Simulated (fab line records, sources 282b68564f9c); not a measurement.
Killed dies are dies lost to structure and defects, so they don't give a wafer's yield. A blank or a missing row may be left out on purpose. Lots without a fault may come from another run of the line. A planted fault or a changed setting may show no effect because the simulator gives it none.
Tool commonality check | flow rit_cmos | 14 lots, 42 wafers sampled

WHY IT WAS OPENED
At RIT_PRETRO_TW_MEAS_10 the reading PRETRO_TW is flagged on 2 of 14 lots. Wafers without a fault read 482.6, standard deviation 2.9.
Rule: a lot is flagged when every wafer of it that has a number lies more than 4 standard deviations from that mean, or none has a number. The other lots count as sound.

lot  | measured    | on            | PRETRO_TW, wafer by wafer | flag
L261 | day 2 12:02 | film_metro-02 | 480.3 483.5 483.0         |
L262 | day 2 18:44 | film_metro-04 | 481.0 482.7 484.5         |
L263 | day 2 21:17 | film_metro-04 | 482.4 482.6 483.3         |
L264 | day 3 00:43 | film_metro-02 | 483.7 484.7 482.7         |
L266 | day 3 13:49 | film_metro-03 | 483.8 486.2 484.4         |
L269 | day 4 08:25 | film_metro-02 | 478.8 481.5 478.4         |
L271 | day 4 15:38 | film_metro-03 | 487.7 486.7 483.6         |
L272 | day 4 20:18 | film_metro-03 | 486.0 485.4 487.0         |
L273 | day 4 21:30 | film_metro-03 | 487.0 488.7 484.6         |
L274 | day 5 02:56 | film_metro-04 | 480.5 482.3 478.6         |
L279 | day 6 07:24 | film_metro-04 | 449.6 448.8 449.8         | FLAGGED
L280 | day 6 11:36 | film_metro-03 | 445.1 443.0 447.0         | FLAGGED
L282 | day 7 03:38 | film_metro-04 | 480.7 482.8 482.6         |
L284 | day 7 17:28 | film_metro-04 | 481.4 483.6 480.7         |
The numbers of the flagged lots are 447.2 on average: -35.4 against the usual, or -12 standard deviations.

WHICH TOOL RAN EACH LOT
The record holds 1 process step before the reading, out of a route of 202 steps. In each cell: the tool, then ch and the chambers that the sampled wafers went through, then the start.
lot  | flag    | RIT_PRETRO_IMPLANT_08
L261 |         | implanter-02 ch 0, day 2 11:44
L262 |         | implanter-02 ch 0, day 2 18:25
L263 |         | implanter-03 ch 0, day 2 20:59
L264 |         | implanter-02 ch 0, day 3 00:24
L266 |         | implanter-03 ch 0, day 3 13:29
L269 |         | implanter-02 ch 0, day 4 08:05
L271 |         | implanter-01 ch 0, day 4 15:19
L272 |         | implanter-02 ch 0, day 4 19:59
L273 |         | implanter-01 ch 0, day 4 21:12
L274 |         | implanter-01 ch 0, day 5 02:37
L279 | FLAGGED | implanter-02 ch 0, day 6 07:05
L280 | FLAGGED | implanter-02 ch 0, day 6 11:17
L282 |         | implanter-01 ch 0, day 7 03:21
L284 |         | implanter-03 ch 0, day 7 17:10
What these steps do:
- RIT_PRETRO_IMPLANT_08
- RIT_PRETRO_TW_MEAS_10

FLAGGED OVER TOTAL, TOOL BY TOOL (the gauges that took the reading come last)
step                  | tool          | lots run | flagged | share of the flagged lots | sound lots run after its first flagged lot
RIT_PRETRO_IMPLANT_08 | implanter-01  | 4        | 0       | none                      | -
RIT_PRETRO_IMPLANT_08 | implanter-02  | 7        | 2       | all                       | 0
RIT_PRETRO_IMPLANT_08 | implanter-03  | 3        | 0       | none                      | -
RIT_PRETRO_TW_MEAS_10 | film_metro-02 | 3        | 0       | none                      | -
RIT_PRETRO_TW_MEAS_10 | film_metro-03 | 5        | 1       | some                      | 0
RIT_PRETRO_TW_MEAS_10 | film_metro-04 | 6        | 1       | some                      | 2 (L282,L284)

WHAT THE TABLE ALLOWS
1 row of the table ran every flagged lot: implanter-02 at RIT_PRETRO_IMPLANT_08.
- implanter-02 at RIT_PRETRO_IMPLANT_08: 2 of its 7 lots flagged. Its last sound lot is L272 (day 4 19:59), its first flagged lot L279 (day 6 07:05): a fault that began between those two fits. Its own readings lie more than 4 standard deviations out on every wafer of the flagged lots: beam_energy_keV.
One tool is left: implanter-02 at RIT_PRETRO_IMPLANT_08.

WHAT THE SIMULATOR HAD PUT IN
Process parameter drift: implanter-02, from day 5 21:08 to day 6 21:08, at RIT_PRETRO_IMPLANT_08. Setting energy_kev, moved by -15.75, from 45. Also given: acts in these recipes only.
Lots struck among those shown: L279, L280. The rule above found the same.
